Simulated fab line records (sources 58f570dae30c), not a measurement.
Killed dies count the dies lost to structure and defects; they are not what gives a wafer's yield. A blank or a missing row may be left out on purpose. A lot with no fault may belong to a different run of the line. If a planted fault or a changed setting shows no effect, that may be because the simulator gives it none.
fab line records | flow berkeleyCmos170
record: lots: 11 wafers: 33 lastDay: 11
route steps=331 shown NVT@113 PLDD@148 CONTACT@218
lots that met no fault: taken from a fault-free run of the same line
startH: hours from the record's first day to the start of the lot's first wafer shown | waitH: how many hours have passed since the lot's step before this one | " unchanged from the row above | L1.1+2: a row that stands for several wafers | - no value, or no start was given | * or withheld: withheld | < > ~ a bound
route shown NAME@n: NAME is a module with steps in the file, n the number in the route of the first one | usual: the fault-free wafers' mean and standard deviation | same: alike in all rows | chamber/n: place in a boat | sites: readings site by site | _std_site: how widely they spread, as a standard deviation | _edge_site: the outer-site mean with the inner-site mean subtracted | radiusMm: how far each site lies from the wafer's centre | mask NAME#n: copy n | behind: the tool/chamber that last shaped the wafer | hold: what put the lot on hold/how long, in hours/how the hold closed | device: which transistor (n, p or np) failed to switch | end of line: tests run on the same wafers once the route is complete | for a step that has no rows: nothing shown but its recipe | killed: count of dies lost to structure and defects at first sort (not the wafer's yield) | map: the dies of a wafer, with x for killed, . for not killed, _ for no die there
set.NAME: the run value of the setting; set.NAME@STEP: its run value at that earlier step | model.NAME: the simulator's own value behind a step, which no gauge read
the route's steps for a sample of lots (tables are steps, rows are wafers)
services: from which hour (startH, from the record's first day; less than 0 if before it) a tool's chamber was out of use, for how many hours, and why
== steps ==
step: UCB170_NVT_TW_MEAS_09
usual: NVT_TW: 523.3/2.1
columns lot.wafer tool chamber startH waitH NVT_TW
L337.1 filmMetro-04 - 114.58 0.1 518.5
L337.2 " - " " 520.7
L337.4 " - " " 522.0
L339.1 filmMetro-03 - 119.95 0.1 522.0
L339.3 " - " " 523.8
L339.6 " - " " 528.6
L340.4 filmMetro-01 - 120.11 0.1 523.5
L340.5 " - " " 524.1
L340.6 " - " " 524.4
L338.2 filmMetro-04 - 120.26 0.1 519.8
L338.4 " - " " 523.3
L338.5 " - " " 525.1
L343.2 filmMetro-03 - 127.63 0.1 522.5
L343.5 " - " " 524.5
L343.6 " - " " 525.0
L347.2 filmMetro-01 - 150.33 0.1 526.0
L347.3 " - " " 527.3
L347.4 " - " " 522.6
L345.2 filmMetro-01 - 150.67 0.1 525.8
L345.4 " - " " 522.1
L345.5 " - " " 525.9
L351.1 filmMetro-01 - 170.79 0.1 521.9
L351.3 " - " " 522.8
L351.6 " - " " 522.0
L352.1 filmMetro-01 - 179.13 0.1 522.6
L352.5 " - " " 523.7
L352.6 " - " " 521.8
L353.2 filmMetro-01 - 198.49 0.1 524.8
L353.4 " - " " 522.0
L353.5 " - " " 523.4
L360.2 filmMetro-04 - 209.43 0.1 521.4
L360.3 " - " " 519.6
L360.4 " - " " 519.7
step: UCB170_PLDD_EXPOSE_03
recipe: maskId: PSELECT na: 0.5 sigmaOuter: 0.6 sourceShape: conventional targetCdNm: 1200 doseMj: 30
usual: exposureDoseMJCm2: 30.01/0.034 focusOffsetNm: 0.1/0.6 stageVelMmS: 499.93/0.24
columns lot.wafer tool chamber startH waitH mask exposureDoseMJCm2 focusOffsetNm stageVelMmS
L337.1 krfScanner-01 0 128.96 0.1 PSELECT#0 30.05 -0.1 500.52
L337.2 " 0 " " PSELECT#0 29.99 0.9 500.08
L337.4 " 0 " " PSELECT#0 30.04 0.6 500.37
L338.2 krfScanner-01 0 133.56 0.1 PSELECT#0 30.00 -0.1 499.83
L338.4 " 0 " " PSELECT#0 30.00 -0.4 500.08
L338.5 " 0 " " PSELECT#0 30.00 -0.7 499.61
L339.1 krfScanner-01 0 133.77 0.1 PSELECT#0 29.94 0.4 500.34
L339.3 " 0 " " PSELECT#0 29.97 0.6 499.82
L339.6 " 0 " " PSELECT#0 30.00 0.1 500.04
L340.4 krfScanner-01 0 134.25 0.1 PSELECT#0 30.00 -0.1 499.63
L340.5 " 0 " " PSELECT#0 30.05 0.4 499.75
L340.6 " 0 " " PSELECT#0 30.08 1.1 499.95
L343.2 krfScanner-01 0 144.41 0.2 PSELECT#0 30.01 -1.5 499.80
L343.5 " 0 " " PSELECT#0 30.02 -0.1 500.26
L343.6 " 0 " " PSELECT#0 30.05 -0.3 499.82
L347.2 krfScanner-01 0 164.03 0.1 PSELECT#0 29.43 0.0 499.80
L347.3 " 0 " " PSELECT#0 29.43 0.1 499.90
L347.4 " 0 " " PSELECT#0 29.42 -0.4 499.95
L345.2 krfScanner-01 0 164.76 0.4 PSELECT#0 29.00 0.1 499.82
L345.4 " 0 " " PSELECT#0 28.94 -0.5 499.68
L345.5 " 0 " " PSELECT#0 28.95 -0.3 499.88
L351.1 krfScanner-02 0 185.50 0.4 PSELECT#0 30.03 0.6 500.04
L351.3 " 0 " " PSELECT#0 29.93 0.0 500.15
L351.6 " 0 " " PSELECT#0 29.98 0.5 500.08
L352.1 krfScanner-02 0 194.30 0.2 PSELECT#0 30.01 0.2 499.63
L352.5 " 0 " " PSELECT#0 29.98 -0.5 499.28
L352.6 " 0 " " PSELECT#0 30.01 0.3 499.69
L353.2 krfScanner-02 0 209.89 0.1 PSELECT#0 30.02 -0.1 499.64
L353.4 " 0 " " PSELECT#0 30.03 0.6 499.82
L353.5 " 0 " " PSELECT#0 30.05 1.3 499.75
L360.2 krfScanner-01 0 226.11 0.1 PSELECT#0 30.02 -1.1 499.73
L360.3 " 0 " " PSELECT#0 30.04 0.4 499.81
L360.4 " 0 " " PSELECT#0 30.03 0.0 499.76
step: UCB170_PLDD_CD_MEAS_06
recipe: targetCdNm: 1200
usual: cdNm: 1199.8/1.5
columns lot.wafer tool chamber startH waitH cdNm
L337.1 cdSem-02 - 129.69 - 1202.8
L337.2 " - " " 1202.1
L337.4 " - " " 1202.2
L338.2 cdSem-01 - 134.07 - 1197.6
L338.4 " - " " 1198.9
L338.5 " - " " 1198.2
L339.1 cdSem-02 - 134.17 - 1199.0
L339.3 " - " " 1200.8
L339.6 " - " " 1199.8
L340.4 cdSem-01 - 134.64 - 1204.5
L340.5 " - " " 1202.5
L340.6 " - " " 1203.3
L343.2 cdSem-02 - 145.56 - 1197.6
L343.5 " - " " 1199.7
L343.6 " - " " 1198.7
L347.2 cdSem-01 - 164.55 - 1204.3
L347.3 " - " " 1218.5
L347.4 " - " " 1205.3
L345.2 cdSem-02 - 165.20 - 1212.5
L345.4 " - " " 1215.9
L345.5 " - " " 1205.3
L351.1 cdSem-02 - 186.00 - 1199.8
L351.3 " - " " 1198.1
L351.6 " - " " 1198.6
L352.1 cdSem-01 - 194.69 - 1201.3
L352.5 " - " " 1199.9
L352.6 " - " " 1200.5
L353.2 cdSem-01 - 210.28 - 1197.4
L353.4 " - " " 1198.0
L353.5 " - " " 1196.4
L360.2 cdSem-01 - 226.50 - 1202.1
L360.3 " - " " 1201.9
L360.4 " - " " 1201.6
step: UCB170_PLDD_STRIP_10
recipe: chemistry: O2 powerW: 400 pressureMtorr: 3500 platenTempC: withheld o2FlowSccm: 400 overashFraction: 0.5
usual: drypumpMotorCurrentA: 5.95/0.26 o2FlowSccm: 399.8/1.3 oesProductAu: 0.734/0.0043 stripTimeToEndpointS: 21.63/0.054
columns lot.wafer tool chamber startH waitH drypumpMotorCurrentA o2FlowSccm oesProductAu rfHoursCounterH stripTimeToEndpointS
L337.1 plasmaAsher-03 0 130.14 0.1 5.65 402.8 0.729 1 21.61
L337.2 " 1 " " 6.06 400.5 0.731 1 21.61
L337.4 " 0 " " 5.67 399.1 0.732 - 21.61
L338.2 plasmaAsher-02 1 134.51 0.1 5.58 400.3 0.732 42 21.76
L338.4 " 0 " " 6.23 399.1 0.737 - 21.71
L338.5 " 0 " " 6.19 399.1 0.745 - 21.72
L339.1 plasmaAsher-04 1 134.62 0.1 6.24 400.1 0.736 35 21.56
L339.3 " 1 " " 6.28 398.0 0.729 - 21.54
L339.6 " 0 " " 5.99 400.3 0.732 - 21.63
L340.4 plasmaAsher-02 1 135.07 0.1 5.58 400.3 0.740 - 21.57
L340.5 " 0 " " 6.20 398.9 0.735 - 21.59
L340.6 " 1 " " 5.57 403.0 0.733 - 21.59
L343.2 plasmaAsher-04 1 146.00 0.1 6.24 397.9 0.737 36 21.58
L343.5 " 0 " " 6.00 399.1 0.743 - 21.54
L343.6 " 1 " " 6.19 398.1 0.737 - 21.59
L347.2 plasmaAsher-03 1 164.98 0.1 6.06 402.0 0.740 5 21.69
L347.3 " 0 " " 5.62 400.3 0.734 - 21.66
L347.4 " 1 " " 6.09 400.4 0.732 - 21.63
L345.2 plasmaAsher-03 0 165.64 0.1 5.63 400.1 0.739 6 21.66
L345.4 " 1 " " 6.08 399.0 0.734 - 21.61
L345.5 " 0 " " 5.67 400.0 0.737 - 21.65
L351.1 plasmaAsher-02 0 186.45 0.1 6.22 398.2 0.732 48 21.73
L351.3 " 0 " " 6.17 398.9 0.731 - 21.73
L351.6 " 1 " " 5.61 399.1 0.732 - 21.68
L352.1 plasmaAsher-02 1 195.14 0.1 5.57 400.8 0.735 48 21.67
L352.5 " 1 " " 5.58 400.6 0.733 - 21.62
L352.6 " 0 " " 6.24 398.5 0.726 - 21.65
L353.2 plasmaAsher-04 1 210.71 0.1 6.24 399.4 0.736 43 21.67
L353.4 " 0 " " 6.00 400.2 0.736 - 21.80
L353.5 " 1 " " 6.20 398.4 0.733 - 21.64
L360.2 plasmaAsher-03 0 226.94 0.1 5.66 400.9 0.729 13 21.58
L360.3 " 0 " " 5.65 400.4 0.737 - 21.64
L360.4 " 1 " " 6.08 401.9 0.732 - 21.58
step: UCB170_CONTACT_THK_MEAS_02
recipe: reads: PSG_of_CONTACT_CVD_01
usual: CONTACT_PSG_THK: 703/8.4
columns lot.wafer tool chamber startH waitH CONTACT_PSG_THK[nm]
L338.2 filmMetro-03 - 149.28 0.0 694
L338.4 " - " " 697
L338.5 " - " " 696
L337.1 filmMetro-01 - 152.50 0.0 717
L337.2 " - " " 715
L337.4 " - " " 717
L339.1 filmMetro-03 - 152.50 0.0 712
L339.3 " - " " 713
L339.6 " - " " 712
L340.4 filmMetro-02 - 152.57 0.1 711
L340.5 " - " " 713
L340.6 " - " " 706
L343.2 filmMetro-01 - 160.19 0.0 709
L343.5 " - " " 712
L343.6 " - " " 710
L345.2 filmMetro-01 - 182.26 0.0 706
L345.4 " - " " 706
L345.5 " - " " 703
L347.2 filmMetro-03 - 182.26 0.0 702
L347.3 " - " " 707
L347.4 " - " " 703
L351.1 filmMetro-03 - 202.75 0.0 694
L351.3 " - " " 697
L351.6 " - " " 694
L352.1 filmMetro-02 - 211.77 0.0 690
L352.5 " - " " 692
L352.6 " - " " 696
L353.2 filmMetro-02 - 228.10 0.0 700
L353.4 " - " " 708
L353.5 " - " " 704
L360.2 filmMetro-01 - 241.63 0.0 697
L360.3 " - " " 697
L360.4 " - " " 697
== services ==
columns tool chamber startH hours kind
plasmaAsher-03 - 108.75 9.0 pm
plasmaAsher-03 0 108.75 9.0 ventCycle
plasmaAsher-03 1 108.75 9.0 ventCycle
plasmaAsher-03 0 117.75 - clean
plasmaAsher-03 1 117.75 - clean
krfScanner-02 - 157.49 1.1 repair
krfScanner-02 - 185.62 1.0 pm
krfScanner-01 - 191.66 0.8 repair
krfScanner-01 - 197.13 0.1 repair
krfScanner-01 - 197.41 1.3 pm
krfScanner-02 - 201.39 0.8 pm
krfScanner-02 - 202.37 3.6 pm
plasmaAsher-02 - 207.21 2.6 repair
krfScanner-02 - 216.66 4.4 pm
== key ==
firstSign: step: UCB170_PLDD_EXPOSE_03 reading: exposureDoseMJCm2 direction: down sigmas: 24 usual: 30.01 struck: 29.19
effect: step: UCB170_PLDD_CD_MEAS_06 reading: cdNm direction: up sigmas: 6.8 usual: 1199.8 struck: 1210.3 through: controlLoop
metAt UCB170_PLDD_EXPOSE_03
struckLots L345,L347
testerLeftOut L345,L347
loopTrim: step: UCB170_PLDD_EXPOSE_03 setting: dose lots: L345,L347
notActingAt UCB170_NVT_TW_MEAS_09,UCB170_PLDD_STRIP_10,UCB170_CONTACT_THK_MEAS_02
onsetBetween 144.41 164.03
fault: kind: processParameterDrift tool: krfScanner-01 chamber: - onsetH: 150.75 steps: UCB170_PLDD_EXPOSE_03 channel: focusNm offset: 587.79 spreadByWafer: 0.3 shape: step endH: 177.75
testerLeftOut: of these lots the tester's yield and bins aren't shown, on N5 and GAA mostly nor the transistor test; their killed dies are dies lost to structure and defects alone, not to doping, threshold or leakage, so they don't give the yield
loopTrim: a control loop set the setting to another value than it would have without faults
